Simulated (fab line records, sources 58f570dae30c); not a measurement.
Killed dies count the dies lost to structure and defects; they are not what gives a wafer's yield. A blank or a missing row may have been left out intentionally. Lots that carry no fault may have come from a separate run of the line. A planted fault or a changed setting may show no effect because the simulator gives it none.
Which tool did it? -- flow berkeleyCmos170 -- 45 wafers from 15 lots sampled at 6 of the route's 331 steps

WHAT THE GAUGES READ, wafer by wafer
UCB170_M1_OVL_MEAS_10. Usual: M1_OVL typically reads -1 nm, with standard deviation 6.
lot,measured,on,M1_OVL (nm),flag
L587,day 7 10:03,overlay-01,-5 -7 -11,
L589,day 7 20:35,overlay-01,-4 -1 6,
L590,day 7 20:49,overlay-01,-3 1 -9,
L588,day 7 22:14,overlay-01,-6 -10 -2,
L592,day 8 21:55,overlay-02,1 14 6,
L593,day 8 22:17,overlay-01,-17 -12 -1,
L595,day 9 00:39,overlay-02,3 9 1,
L594,day 9 03:33,overlay-02,-9 -9 -3,
L596,day 9 06:54,overlay-02,-3 0 -3,
L598,day 10 01:32,overlay-01,7 9 0,
L603,day 11 00:04,overlay-02,14 10 3,
L604,day 11 09:20,overlay-01,-4 -5 4,
L606,day 11 19:50,overlay-02,-5 0 -7,
L605,day 11 20:35,overlay-01,5 3 1,
L607,day 12 05:06,overlay-01,-4 -19 0,

UCB170_V2_BOW_MEAS_03. Usual: V2_BOW typically reads 36 um, with standard deviation 6.9.
lot,measured,on,V2_BOW (um),flag
L587,day 7 22:24,filmMetro-03,33 45 25,
L589,day 8 06:14,filmMetro-03,37 26 20,
L590,day 8 06:02,filmMetro-02,35 43 40,
L588,day 8 13:27,filmMetro-02,41 44 45,
L592,day 9 08:34,filmMetro-03,39 44 50,
L593,day 9 07:52,filmMetro-02,49 43 40,
L595,day 9 12:59,filmMetro-04,26 41 28,
L594,day 9 13:19,filmMetro-03,37 31 33,
L596,day 9 20:29,filmMetro-04,39 38 28,
L598,day 10 13:17,filmMetro-03,35 29 48,
L603,day 11 15:37,filmMetro-04,42 33 37,
L604,day 11 19:19,filmMetro-04,37 38 30,
L606,day 12 10:59,filmMetro-03,44 38 43,
L605,day 12 10:46,filmMetro-02,32 21 41,
L607,day 12 20:05,filmMetro-04,36 40 27,

UCB170_M3_RS_MEAS_02: the measuring method here is four-point-probe. Usual: M3_AL_RS typically reads 0.0323 ohm/sq, with standard deviation 0.00031.
lot,measured,on,M3_AL_RS (ohm/sq),flag
L587,day 8 00:26,filmMetro-02,0.0326 0.0324 0.0320,
L589,day 8 08:39,filmMetro-02,0.0322 0.0322 0.0317,
L590,day 8 08:20,filmMetro-03,0.0330 0.0328 0.0327,
L588,day 8 15:21,filmMetro-03,0.0323 0.0322 0.0324,
L592,day 9 10:50,filmMetro-01,0.0321 0.0318 0.0322,
L593,day 9 10:22,filmMetro-02,0.0320 0.0324 0.0322,
L595,day 9 14:53,filmMetro-01,- - -,OFF
L594,day 9 15:28,filmMetro-02,- - -,OFF
L596,day 9 22:43,filmMetro-03,- - -,OFF
L598,day 10 15:31,filmMetro-01,0.0320 0.0320 0.0320,
L603,day 11 18:08,filmMetro-02,0.0322 0.0319 0.0319,
L604,day 11 21:25,filmMetro-03,0.0322 0.0324 0.0321,
L606,day 12 13:16,filmMetro-03,0.0328 0.0328 0.0326,
L605,day 12 13:03,filmMetro-01,0.0324 0.0327 0.0324,
L607,day 12 22:25,filmMetro-03,0.0320 0.0318 0.0321,

UCB170_M3_THK_MEAS_03: measures by xrf. Usual: M3_AL_THK typically reads 911 nm, with standard deviation 9.4.
lot,measured,on,M3_AL_THK (nm),flag
L587,day 8 00:33,filmMetro-02,908 907 915,
L589,day 8 08:45,filmMetro-02,915 912 924,
L590,day 8 08:28,filmMetro-03,893 893 895,
L588,day 8 15:28,filmMetro-03,909 906 906,
L592,day 9 10:58,filmMetro-01,923 926 917,
L593,day 9 10:29,filmMetro-02,923 912 914,
L595,day 9 14:58,filmMetro-01,<0 <0 <0,OFF
L594,day 9 15:34,filmMetro-02,<0 <0 <0,OFF
L596,day 9 22:50,filmMetro-03,<0 <0 <0,OFF
L598,day 10 15:38,filmMetro-01,920 922 915,
L603,day 11 18:14,filmMetro-02,909 918 919,
L604,day 11 21:32,filmMetro-03,915 902 913,
L606,day 12 13:23,filmMetro-03,900 903 908,
L605,day 12 13:10,filmMetro-01,904 901 911,
L607,day 12 22:32,filmMetro-03,929 927 921,

WHAT TOOL EACH LOT RAN ON (gives the tool, then ch and the chambers of the sampled wafers, and finally the start)
lot,UCB170_M1_STRIP_13,UCB170_M3_SPUTTER_01
L587,"plasmaAsher-04 ch 0,1, day 7 10:16","pvdSputter-02, day 8 00:21"
L589,"plasmaAsher-04 ch 0,1, day 7 20:49","pvdSputter-02, day 8 08:32"
L590,"plasmaAsher-02 ch 0,1, day 7 21:02","pvdSputter-01, day 8 08:16"
L588,"plasmaAsher-01 ch 0,1, day 7 22:26","pvdSputter-01, day 8 15:16"
L592,"plasmaAsher-04 ch 0,1, day 8 22:07","pvdSputter-02, day 9 10:45"
L593,"plasmaAsher-01 ch 0, day 8 22:37","pvdSputter-01, day 9 10:17"
L595,"plasmaAsher-02 ch 0,1, day 9 00:53","pvdSputter-03, day 9 14:44"
L594,"plasmaAsher-02 ch 0,1, day 9 03:47","pvdSputter-01, day 9 15:21"
L596,"plasmaAsher-04 ch 0,1, day 9 07:15","pvdSputter-03, day 9 22:38"
L598,"plasmaAsher-04 ch 0,1, day 10 01:44","pvdSputter-03, day 10 15:25"
L603,"plasmaAsher-04 ch 0,1, day 11 00:18","pvdSputter-01, day 11 18:01"
L604,"plasmaAsher-04 ch 0,1, day 11 09:32","pvdSputter-01, day 11 21:19"
L606,"plasmaAsher-04 ch 0,1, day 11 20:02","pvdSputter-01, day 12 13:11"
L605,"plasmaAsher-04 ch 0,1, day 11 20:55","pvdSputter-03, day 12 12:57"
L607,"plasmaAsher-02 ch 0,1, day 12 05:19","pvdSputter-03, day 12 22:20"
- UCB170_M1_STRIP_13: strips in O2.
- UCB170_M3_SPUTTER_01: material Al, target thk 900 nm, time 120 s.

WHAT THE TOOLS THEMSELVES READ (means of the sampled wafers that have a number; where no wafer has one, the mark that the record gives instead)
UCB170_M1_STRIP_13. Usual: drypumpMotorCurrentA 5.7 A, standard deviation 0.44; oesProductAu 0.719 a.u., standard deviation 0.0045.
lot,tool,drypumpMotorCurrentA (A),oesProductAu (a.u.),flag
L587,plasmaAsher-04,6.0,0.720,
L589,plasmaAsher-04,5.8,0.717,
L590,plasmaAsher-02,5.4,0.723,
L588,plasmaAsher-01,6.2,0.720,
L592,plasmaAsher-04,5.8,0.716,
L593,plasmaAsher-01,6.1,0.715,
L595,plasmaAsher-02,5.2,0.718,
L594,plasmaAsher-02,5.4,0.718,
L596,plasmaAsher-04,5.9,0.722,
L598,plasmaAsher-04,5.8,0.722,
L603,plasmaAsher-04,5.9,0.711,
L604,plasmaAsher-04,5.8,0.721,
L606,plasmaAsher-04,5.8,0.720,
L605,plasmaAsher-04,5.8,0.719,
L607,plasmaAsher-02,5.4,0.720,

UCB170_M3_SPUTTER_01. Usual: cathodeDcPowerW 6000.0 W, standard deviation 1.1; chamberPressurePa 0.4999 Pa, standard deviation 0.00091; throttleValvePct 30.0 %, standard deviation 1.1.
lot,tool,cathodeDcPowerW (W),chamberPressurePa (Pa),throttleValvePct (%),flag
L587,pvdSputter-02,6000.4,0.4996,30.7,
L589,pvdSputter-02,6000.5,0.5007,31.3,
L590,pvdSputter-01,6000.2,0.4993,29.6,
L588,pvdSputter-01,5999.6,0.5004,30.0,
L592,pvdSputter-02,6001.7,0.5000,31.0,
L593,pvdSputter-01,5999.9,0.4994,30.0,
L595,pvdSputter-03,-,-,-,OFF
L594,pvdSputter-01,-,-,-,OFF
L596,pvdSputter-03,-,-,-,OFF
L598,pvdSputter-03,6000.9,0.4995,29.5,
L603,pvdSputter-01,6000.3,0.4998,30.7,
L604,pvdSputter-01,6000.5,0.4997,29.7,
L606,pvdSputter-01,6001.2,0.5000,29.2,
L605,pvdSputter-03,5999.5,0.5003,29.1,
L607,pvdSputter-03,5999.9,0.5004,29.4,

THE ANSWER, worked out from the rows above alone
Rule: lot off if the mean of its wafers having a number is beyond 3 standard deviations from the usual mean. Also off: a lot with no number at a reading for which 4 or more lots have one. Where the step has rows for the other lots, those lots are counted as sound. First the gauges in route order, then the tools' own readings, where a lot's mean is used as printed above. At the first step where some lot is off, the reading lying furthest off is the one used; lots without a number count as furthest.
Off: L595, L594, L596, seen at UCB170_M3_RS_MEAS_02 (M3_AL_RS). Without a number there: L595, L594, L596.
A tool fits if, at a process step before that reading, it ran every lot that is off, and no sound lot after the first of them. Not tried: the gauges at UCB170_M3_RS_MEAS_02; whatever is off there is also off at UCB170_M3_SPUTTER_01, on other tools, and gauge error can't account for it. None of those tried fits.

WHAT THE SIMULATOR HAD INSERTED
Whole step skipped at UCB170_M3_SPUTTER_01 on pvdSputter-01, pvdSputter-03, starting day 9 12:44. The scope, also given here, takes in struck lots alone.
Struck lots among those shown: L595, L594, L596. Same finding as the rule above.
